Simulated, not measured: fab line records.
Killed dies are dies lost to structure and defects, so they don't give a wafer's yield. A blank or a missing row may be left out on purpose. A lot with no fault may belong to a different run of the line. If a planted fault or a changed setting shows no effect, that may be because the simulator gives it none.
2 desks, one fault | flow berkeleyCmos170 | what lay behind the numbers comes last; until then each desk has only its own

AT THE TOOL OWNER'S DESK: lpcvd-01
The tool's own readings at UCB170_CONTACT_CVD_01 (deposits PSG from SiH4/O2/PH3, target thk 700 nm, time 2820 s): means of the sampled wafers that have a number, for each lot that ran on this tool. If a lot's mean is further than 4 standard deviations from the usual mean, the lot is out of limits and carries the mark OUT (the distance appears in the brackets).
Columns: A = spikeTcLoadC at UCB170_CONTACT_CVD_01, usual 467.2 C; B = zonePowerLoadPct at UCB170_CONTACT_CVD_01, usual 7.0 %
lot  | first seen here | A     | B
L993 | day 6 18:03     | 465.1 | 6.9
L994 | day 6 18:03     | 465.5 | 6.9
L997 | day 7 14:38     | 465.5 | 6.8
L996 | day 7 16:26     | 465.4 | 7.4
L999 | day 8 14:37     | 464.6 | 7.3
L110 | day 10 17:39    | 466.0 | 7.3
L113 | day 11 14:24    | 465.6 | 6.9
L115 | day 11 23:07    | 464.7 | 6.9
L116 | day 12 12:31    | 465.5 | 6.9
This desk's finding: nothing out of limits on any of the 9 lots.

THE METROLOGY DESK
Lot by lot, what the gauges showed, no matter which tool ran the lot: averages of those sampled wafers that carry a number. If a lot's mean is further than 4 standard deviations from the usual mean, the lot is out of limits and carries the mark OUT (the distance appears in the brackets).
Columns: A = PWELL_TW at UCB170_PWELL_TW_MEAS_17, usual 381; B = CONTACT_PSG_THK at UCB170_CONTACT_THK_MEAS_02, usual 702 nm
lot  | first seen here | A   | B
L993 | day 3 03:14     | 384 | 699
L994 | day 3 03:23     | 384 | 699
L995 | day 3 12:43     | 375 | 709
L996 | day 3 17:37     | 385 | 1276 (+91) OUT
L997 | day 3 19:04     | 383 | 1280 (+92) OUT
L998 | day 3 23:23     | 382 | 707
L999 | day 4 13:55     | 380 | 1277 (+91) OUT
L107 | day 5 20:22     | 381 | 707
L108 | day 6 02:56     | 380 | 704
L110 | day 6 19:23     | 377 | 697
L111 | day 6 19:31     | 383 | 703
L112 | day 7 00:46     | 375 | 701
L113 | day 7 08:29     | 381 | 702
L115 | day 7 21:13     | 382 | 704
L116 | day 8 02:10     | 384 | 704
This desk's result: L996, L997, L999 out of limits, first on L997 (CONTACT_PSG_THK at UCB170_CONTACT_THK_MEAS_02), day 7 16:27. In limits: L993, L994, L995, L998, L107, L108, L110, L111, L112, L113, L115, L116.

BROUGHT TOGETHER
On L996, L997, L999, the metrology desk was in a position to raise an alarm at day 7 16:27.
The desk of the tool owner found nothing out of limits.
On record at the tool owner's desk: L996, L997, L999, within its limits.
All the named lots went through UCB170_CONTACT_CVD_01 on lpcvd-01.

WHAT WAS PUT IN BY THE SIMULATOR
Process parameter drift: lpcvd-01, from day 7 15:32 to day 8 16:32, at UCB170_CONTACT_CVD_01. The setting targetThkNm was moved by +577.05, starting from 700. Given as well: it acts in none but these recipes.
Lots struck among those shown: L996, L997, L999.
Delay in hours, fault start to first out-of-limits reading, per desk: metrology desk 1.
